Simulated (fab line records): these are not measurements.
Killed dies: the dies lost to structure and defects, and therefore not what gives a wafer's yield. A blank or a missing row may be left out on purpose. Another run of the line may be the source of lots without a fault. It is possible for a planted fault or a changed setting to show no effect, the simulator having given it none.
Which tool was responsible? | flow ritCmos | 42 wafers from 14 lots sampled at 5 of the route's 202 steps

WHAT THE GAUGES READ, wafer by wafer
RIT_GATE_OVL_MEAS_17.
lot  | measured    | on         | GATE_OVL (nm)
L386 | day 2 14:23 | overlay-01 | -1.5 -1.1 -0.4
L387 | day 2 22:35 | overlay-01 | -3.7 -0.7 -0.6
L388 | day 3 02:30 | overlay-01 | -0.9 -1.4 -1.4
L389 | day 3 05:13 | overlay-01 | -1.7 -1.5 -0.5
L390 | day 3 13:14 | overlay-02 | -0.2 0.8 1.1
L391 | day 3 16:43 | overlay-01 | 0.6 2.7 -0.4
L392 | day 3 23:17 | overlay-01 | 128.3 128.8 127.1
L393 | day 4 02:07 | overlay-01 | 129.1 130.2 130.0
L396 | day 4 20:03 | overlay-02 | 128.3 127.9 129.9
L398 | day 5 05:17 | overlay-02 | 0.0 -0.9 -3.5
L400 | day 5 15:56 | overlay-02 | 0.4 -0.5 -2.4
L402 | day 5 23:38 | overlay-02 | -3.7 -1.6 -3.3
L403 | day 6 06:19 | overlay-02 | 0.7 -0.9 -1.7
L404 | day 6 12:29 | overlay-01 | 1.1 0.9 1.1

RIT_SILICIDE_THK_MEAS_03: measures by xrf.
lot  | measured    | on           | SILICIDE_TI_THK (nm)
L386 | day 3 04:30 | filmMetro-04 | 29.6 29.7 30.7
L387 | day 3 11:37 | filmMetro-01 | 29.4 29.5 30.3
L388 | day 3 17:28 | filmMetro-01 | 30.1 29.7 29.7
L389 | day 3 19:26 | filmMetro-01 | 29.5 29.5 29.3
L390 | day 4 03:48 | filmMetro-04 | 29.3 29.7 30.1
L391 | day 4 06:01 | filmMetro-04 | 30.4 29.6 29.6
L392 | day 4 14:55 | filmMetro-04 | 29.5 29.5 29.9
L393 | day 4 17:43 | filmMetro-04 | 30.6 29.7 30.9
L396 | day 5 09:43 | filmMetro-04 | 29.9 29.4 29.6
L398 | day 5 21:01 | filmMetro-04 | 29.9 29.3 29.7
L400 | day 6 06:08 | filmMetro-03 | 29.7 30.2 29.9
L402 | day 6 13:22 | filmMetro-03 | 30.0 29.5 29.5
L403 | day 6 20:32 | filmMetro-04 | 29.5 29.7 29.5
L404 | day 7 02:08 | filmMetro-04 | 30.2 30.0 29.5

RIT_CONTACT_CD_MEAS_08 targets a cd of 1000 nm.
lot  | measured    | on       | cdNm (nm)
L386 | day 3 05:56 | cdSem-01 | 997.7 996.5 997.9
L387 | day 3 13:02 | cdSem-01 | 998.7 999.0 999.6
L388 | day 3 18:46 | cdSem-01 | 999.7 998.2 997.8
L389 | day 3 20:47 | cdSem-01 | 1001.4 998.5 1000.9
L390 | day 4 05:08 | cdSem-01 | 999.5 997.6 998.0
L391 | day 4 07:19 | cdSem-01 | 1001.6 1003.3 1002.3
L392 | day 4 16:14 | cdSem-01 | 997.2 998.5 997.3
L393 | day 4 19:02 | cdSem-01 | 997.6 997.8 998.1
L396 | day 5 11:03 | cdSem-02 | 1001.9 1001.6 1002.6
L398 | day 5 22:20 | cdSem-01 | 997.4 1001.2 998.5
L400 | day 6 07:35 | cdSem-01 | 999.8 1002.4 999.8
L402 | day 6 14:44 | cdSem-02 | 1004.1 1003.1 1003.5
L403 | day 6 22:02 | cdSem-01 | 1000.7 1000.5 1000.2
L404 | day 7 03:30 | cdSem-01 | 997.1 997.0 996.8

WHAT TOOL EACH LOT RAN ON (gives the tool, then ch and the chambers of the sampled wafers, and finally the start)
lot  | RIT_PWELL_SOFTBAKE_02           | RIT_GATE_EXPOSE_13
L386 | lithoTrack-02 ch 0, day 1 23:34 | ilineStepper-02 ch 0, day 2 13:53
L387 | lithoTrack-01 ch 0, day 2 04:22 | ilineStepper-01 ch 0, day 2 22:05
L388 | lithoTrack-03 ch 0, day 2 11:01 | ilineStepper-01 ch 0, day 3 01:59
L389 | lithoTrack-01 ch 0, day 2 13:20 | ilineStepper-02 ch 0, day 3 04:40
L390 | lithoTrack-01 ch 0, day 2 18:56 | ilineStepper-02 ch 0, day 3 12:38
L391 | lithoTrack-02 ch 0, day 3 00:55 | ilineStepper-01 ch 0, day 3 16:11
L392 | lithoTrack-02 ch 0, day 3 05:44 | ilineStepper-01 ch 0, day 3 22:47
L393 | lithoTrack-02 ch 0, day 3 09:42 | ilineStepper-01 ch 0, day 4 01:19
L396 | lithoTrack-01 ch 0, day 4 01:46 | ilineStepper-01 ch 0, day 4 19:28
L398 | lithoTrack-03 ch 0, day 4 12:56 | ilineStepper-02 ch 0, day 5 04:47
L400 | lithoTrack-03 ch 0, day 4 21:11 | ilineStepper-02 ch 0, day 5 15:26
L402 | lithoTrack-01 ch 0, day 5 05:56 | ilineStepper-02 ch 0, day 5 23:08
L403 | lithoTrack-03 ch 0, day 5 13:23 | ilineStepper-02 ch 0, day 6 05:49
L404 | lithoTrack-02 ch 0, day 5 18:51 | ilineStepper-02 ch 0, day 6 11:59
- RIT_PWELL_SOFTBAKE_02: time 62.36 s.
- RIT_GATE_EXPOSE_13: exposes mask M6, target cd 150 nm.

WHAT THE TOOLS THEMSELVES READ (means of the sampled wafers that have a number; where no wafer has one, the mark that the record gives instead)
RIT_PWELL_SOFTBAKE_02.
lot  | tool          | chillPlateTempC (C) | plateSensorTCentreC (C) | plateSensorTEdgeC (C)
L386 | lithoTrack-02 | 23.00               | 90.977                  | 91.023
L387 | lithoTrack-01 | 22.90               | 90.971                  | 91.028
L388 | lithoTrack-03 | 22.90               | 90.969                  | 91.020
L389 | lithoTrack-01 | 22.89               | 90.973                  | 91.015
L390 | lithoTrack-01 | 22.95               | 90.958                  | 91.019
L391 | lithoTrack-02 | 23.13               | 90.966                  | 91.024
L392 | lithoTrack-02 | 22.95               | 90.968                  | 91.027
L393 | lithoTrack-02 | 22.97               | 90.966                  | 91.014
L396 | lithoTrack-01 | 23.05               | 90.971                  | 91.023
L398 | lithoTrack-03 | 22.87               | 90.972                  | 91.024
L400 | lithoTrack-03 | 22.97               | 90.962                  | 91.022
L402 | lithoTrack-01 | 23.01               | 90.969                  | 91.025
L403 | lithoTrack-03 | 22.96               | 90.977                  | 91.015
L404 | lithoTrack-02 | 23.05               | 90.970                  | 91.007

THE ANSWER, worked out from the rows above alone
Rule: what is usual is taken from the lots themselves. The widest of any qualifying gaps counts: lots, ordered by their means at a reading, are off when they make up no more than a third of the lots, leave a main group of 4 or more, and stand apart from it by 3 or more times the standard deviation of that group's means. Not used: any main group whose means are identical at the precision the tables above print for the reading. Also off: a lot with no number at a reading for which 4 or more lots have one. Where the step has rows for the other lots, those lots are counted as sound. First the gauges in route order, then the tools' own readings, where a lot's mean is used as printed above. At the first step where some lot is off, the reading lying furthest off is the one used; lots without a number count as furthest.
Off: at RIT_GATE_OVL_MEAS_17 (GATE_OVL), L392, L393, L396. For the main group the mean is -0.8 nm and the standard deviation 1.1.
If a tool, at a process step before that reading, ran all the lots that are off and no sound lot after the first of them, it fits. Those tools and the gauges at RIT_GATE_OVL_MEAS_17 are tried in the same way. One candidate fits, namely ilineStepper-01 at RIT_GATE_EXPOSE_13. A fault onset in the window from L391 (day 3 16:11, its last sound lot) to L392 (day 3 22:47, its first lot off) fits.

WHAT THE SIMULATOR PUT IN
Scanner matching overlay: ilineStepper-01, from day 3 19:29 on, at RIT_GATE_EXPOSE_13. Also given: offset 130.
Lots struck among those shown: L392, L393, L396. Same finding as the rule above.
